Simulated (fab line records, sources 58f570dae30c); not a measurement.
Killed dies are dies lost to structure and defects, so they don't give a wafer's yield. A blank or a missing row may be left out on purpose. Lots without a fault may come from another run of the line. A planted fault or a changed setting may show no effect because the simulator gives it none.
Problem report in the 8D (eight disciplines) form, filled by code | flow berkeley_cmos170 | the parts of the form that need people (team, actions taken, sign-off) are left out

1. THE PROBLEM
cd_nm at UCB170_PLDD_CD_MEAS_06 reads a mean of 1186.8 nm on 6 wafers of 2 lots; wafers without a fault read 1199.6 nm with a standard deviation of 1.3. That is -9.9 standard deviations from the usual mean.
The step: target cd 1200 nm.
First seen on wafer L782.2, day 9 09:47, on cd_sem-02. The record holds 42 wafers of 14 lots with a number at this step. Rule for "out", or "out of limits": more than 4 standard deviations from the usual mean. The other wafers with a number count as sound.

2. WHAT IT IS AND WHAT IT IS NOT
question                    | is                     | is not
which readings at this step | cd_nm                  | -
which lots                  | L780, L782             | L766, L767, L768, L769, L771, L772, L773, L774, L775, L776, L778, L787
which wafers of those lots  | all that have a number | -
read on which gauges        | cd_sem-02              | cd_sem-01
when                        | from day 9 09:47       | up to then (33 sound wafers); but 3 sound wafers of L787 came after

3. SUSPECTS, AND WHAT RULES EACH OUT
Counting: a tool at a process step up to the reading stays a suspect if it ran every lot that is out and no sound lot after the first of them.
- the gauge at UCB170_PLDD_CD_MEAS_06: ruled out. All the wafers that are out were read on cd_sem-02, but those of them that UCB170_PLDD_SOFTBAKE_02 has rows for are out there too, on other tools.
- litho_track-02 at UCB170_PLDD_SOFTBAKE_02 (time 60 s): kept. It ran every lot that is out, first L782 (day 9 09:00), and no sound lot after that; its last sound lot up to then is L778 (day 8 23:34). Its own readings are out on those wafers: heater_power_total_W, plate_temp_C.
Left after counting: litho_track-02 at UCB170_PLDD_SOFTBAKE_02.

4. THE CAUSE (what the simulator had put in)
Process parameter drift: litho_track-02, from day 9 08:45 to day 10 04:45, at UCB170_PLDD_SOFTBAKE_02. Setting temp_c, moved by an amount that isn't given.
Counting left only this tool.

5. THE CHAIN OF EFFECTS, in route order
Each row: a reading whose mean over the struck wafers that have a number lies more than 3 standard deviations from the usual. Only readings for which the record gives a usual standard deviation are gone through. hours: the time from each lot's start at the first step in this table that gives one to its start at this step, as a median over the lots. sigmas: the change in usual standard deviations.
hours | step                    | reading                  | usual     | on struck wafers | change | sigmas
0     | UCB170_PLDD_SOFTBAKE_02 | heater_power_total_W     | 56.80 W   | 53.64            | -3.16  | -75
0     | UCB170_PLDD_SOFTBAKE_02 | plate_temp_C             | 130.03 C  | 124.50           | -5.53  | -40
1     | UCB170_PLDD_CD_MEAS_06  | cd_nm                    | 1199.6 nm | 1186.8           | -12.8  | -9.9
1     | UCB170_PLDD_STRIP_10    | strip_time_to_endpoint_s | 21.62 s   | 21.84            | +0.22  | +3.4
The process steps in it:
- UCB170_PLDD_SOFTBAKE_02: time 60 s.
- UCB170_PLDD_STRIP_10: strips in O2.

6. WHAT WOULD HAVE CAUGHT IT SOONER
In this record the first reading out of limits at a measuring or inspecting step was taken at day 9 09:47, 1 hour after the fault began at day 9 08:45.
The tool's own readings at UCB170_PLDD_SOFTBAKE_02 were out on every struck wafer that the step has a row for (heater_power_total_W, plate_temp_C): an alarm limit on them would have fired on the first of those.
All the lots that are out (2) had begun UCB170_PLDD_SOFTBAKE_02 on litho_track-02 by day 9 09:47. A hold on the tool at that time would have spared none of them.
